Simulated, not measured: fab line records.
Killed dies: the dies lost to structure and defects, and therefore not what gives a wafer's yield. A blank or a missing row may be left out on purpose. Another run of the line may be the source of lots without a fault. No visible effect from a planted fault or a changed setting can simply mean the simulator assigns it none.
8D (eight disciplines) problem report, filled in by code	flow berkeley-cmos170	the parts of the form that need people (team, actions taken, sign-off) are left out

## 1. PROBLEM STATEMENT
beam-energy-keV at UCB170_PWELL_IMPLANT_15 reads a mean of 54.659 on 6 wafers of 2 lots; wafers without a fault read 60.003 with a standard deviation of 0.018. So: -99 or more standard deviations from the usual mean.
Seen first at day 6 00:25 on implanter-01, wafer L795.2. At this step, 18 wafers from 6 lots have a number in the record. Rule for "out" (also "out of limits"): further than 4 standard deviations from the usual mean. The rest of the wafers with a number are treated as sound.

## 2. WHAT IT IS, AND WHAT IT ISN'T
question	is	is not
which readings at this step	beam-energy-keV	end-station-pressure-torr
which lots	L795, L797	L782, L784, L798, L801
which wafers of those lots	all that have a number	-
read on which tools	implanter-01	implanter-02, implanter-04
when	from day 6 00:25	up to then (6 sound wafers); but 6 sound wafers of L798, L801 came after

## 3. WHAT RULES OUT EACH SUSPECT
Counting: a tool at any process step up to the reading remains a suspect when it ran all the lots that are out and ran no sound lot after the first of those.
- implanter-01 at UCB170_PWELL_IMPLANT_15: kept. Every lot that is out went through it, starting with L795 (day 6 00:25), and after that it ran no sound lot; the last sound lot it ran before then is L784 (day 3 15:28). Out on those wafers are its own readings of beam-energy-keV.
The count leaves implanter-01 at UCB170_PWELL_IMPLANT_15.

## 4. THE CAUSE (what the simulator had put in)
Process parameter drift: implanter-01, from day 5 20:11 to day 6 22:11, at UCB170_PWELL_IMPLANT_15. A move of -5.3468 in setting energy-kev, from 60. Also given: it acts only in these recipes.
This tool alone remained once counting was done.

## 5. SEQUENCE OF EFFECTS, ordered by route
One row per reading whose mean, taken over the struck wafers that have a number, lies over 3 standard deviations from the usual. Readings are gone through only where the record gives a usual standard deviation; hours: the median, over the lots, of the time from a lot's start at the first step in this table giving one to that lot's start at this step; sigmas: the change measured in usual standard deviations.
hours	step	reading	usual	on struck wafers	change	sigmas
0	UCB170_PWELL_IMPLANT_15	beam-energy-keV	60.003	54.659	-5.344	-99 or more
The process steps in it:
- UCB170_PWELL_IMPLANT_15

## 6. HOW IT WOULD HAVE BEEN CAUGHT EARLIER
In this record the first reading out of limits was taken at day 6 00:25, 4 hours after the fault began at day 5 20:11.
